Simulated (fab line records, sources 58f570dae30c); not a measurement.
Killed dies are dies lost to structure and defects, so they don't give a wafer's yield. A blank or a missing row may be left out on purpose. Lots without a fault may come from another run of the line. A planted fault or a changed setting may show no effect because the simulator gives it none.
Which of the tools did it? | flow berkeley cmos170 | Sampling: 14 lots, 42 wafers, 2 of 331 route steps

WHAT THE GAUGES SHOWED, per wafer
UCB170_V1_CD_MEAS_12: the cd target is 700 nm.
lot  | measured     | on        | cd nm (nm)
L579 | day 8 01:17  | cd sem-02 | 699.3 700.2 698.2
L578 | day 8 01:29  | cd sem-02 | 700.1 700.8 701.1
L580 | day 8 05:46  | cd sem-02 | 700.3 699.5 700.0
L582 | day 8 11:39  | cd sem-01 | 696.1 696.8 696.0
L581 | day 8 13:18  | cd sem-01 | 707.0 707.9 706.8 707.6 707.9 706.9
L587 | day 9 00:38  | cd sem-02 | 708.2 707.6 707.5 708.2 707.5 707.6
L590 | day 10 06:13 | cd sem-01 | 700.7 699.0 701.3
L593 | day 10 12:46 | cd sem-02 | 701.1 700.6 698.7
L596 | day 11 08:12 | cd sem-01 | 699.2 700.3 699.6
L599 | day 11 16:43 | cd sem-02 | 699.4 700.7 699.4
L597 | day 11 16:58 | cd sem-01 | 697.3 697.5 697.1
L600 | day 11 17:18 | cd sem-01 | 698.2 698.4 698.6
L598 | day 11 17:44 | cd sem-01 | 700.5 699.9 701.0
L601 | day 11 23:26 | cd sem-01 | 698.9 699.5 699.9

WHAT TOOL EACH LOT RAN ON (gives the tool, then ch and the chambers of the sampled wafers, and finally the start)
lot  | UCB170_V1_SOFTBAKE_08
L579 | litho track-01 ch 0, day 8 00:24
L578 | litho track-03 ch 0, day 8 00:37
L580 | litho track-03 ch 0, day 8 04:47
L582 | litho track-03 ch 0, day 8 10:30
L581 | litho track-03 ch 0, day 8 11:57
L587 | litho track-03 ch 0, day 8 23:59
L590 | litho track-04 ch 0, day 10 05:33
L593 | litho track-04 ch 0, day 10 11:37
L596 | litho track-04 ch 0, day 11 07:12
L599 | litho track-03 ch 0, day 11 16:01
L597 | litho track-01 ch 0, day 11 16:05
L600 | litho track-01 ch 0, day 11 16:37
L598 | litho track-04 ch 0, day 11 16:41
L601 | litho track-01 ch 0, day 11 22:13
- UCB170_V1_SOFTBAKE_08: time 60 s.

WHAT THE TOOLS THEMSELVES READ (means of the sampled wafers that have a number; where no wafer has one, the mark that the record gives instead)
UCB170_V1_SOFTBAKE_08.
lot  | tool           | heater power total W (W) | plate temp C (C)
L579 | litho track-01 | 56.85                    | 130.17
L578 | litho track-03 | 56.77                    | 129.96
L580 | litho track-03 | 56.82                    | 130.08
L582 | litho track-03 | 56.82                    | 130.04
L581 | litho track-03 | 58.77                    | 133.43
L587 | litho track-03 | 58.77                    | 133.63
L590 | litho track-04 | 56.79                    | 130.10
L593 | litho track-04 | 56.80                    | 129.91
L596 | litho track-04 | 56.81                    | 129.88
L599 | litho track-03 | 56.76                    | 130.07
L597 | litho track-01 | 56.81                    | 129.95
L600 | litho track-01 | 56.77                    | 129.99
L598 | litho track-04 | 56.79                    | 129.98
L601 | litho track-01 | 56.78                    | 130.10

THE ANSWER, worked out from the rows above alone
Rule: the usual values come from the lots themselves. The widest of any qualifying gaps counts: lots, ordered by their means at a reading, are off when they make up no more than a third of the lots, leave a main group of 4 or more, and stand apart from it by 3 or more times the standard deviation of that group's means. The tables above print the reading to a certain number of digits; a main group whose means all agree to those digits is not used. A lot without any number at a reading at which 4 lots or more have one is off too. Any other lot the step has rows for is counted as sound. First the gauges in route order, then the tools' own readings, where a lot's mean is used as printed above. The first step at which some lot is off is used, and at that step the reading that is off furthest; a lot without a number counts as furthest.
Off, at UCB170_V1_CD_MEAS_12 on cd nm: L581, L587. For the main group the mean is 699.3 nm and the standard deviation 1.3.
If a tool, at a process step before that reading, ran all the lots that are off and no sound lot after the first of them, it fits. The gauges at UCB170_V1_CD_MEAS_12 aren't tried: what is off there is off at UCB170_V1_SOFTBAKE_08 too, on other tools, and a gauge's error can't cause that. Not one of the candidates tried fits.

WHAT WAS PUT IN BY THE SIMULATOR
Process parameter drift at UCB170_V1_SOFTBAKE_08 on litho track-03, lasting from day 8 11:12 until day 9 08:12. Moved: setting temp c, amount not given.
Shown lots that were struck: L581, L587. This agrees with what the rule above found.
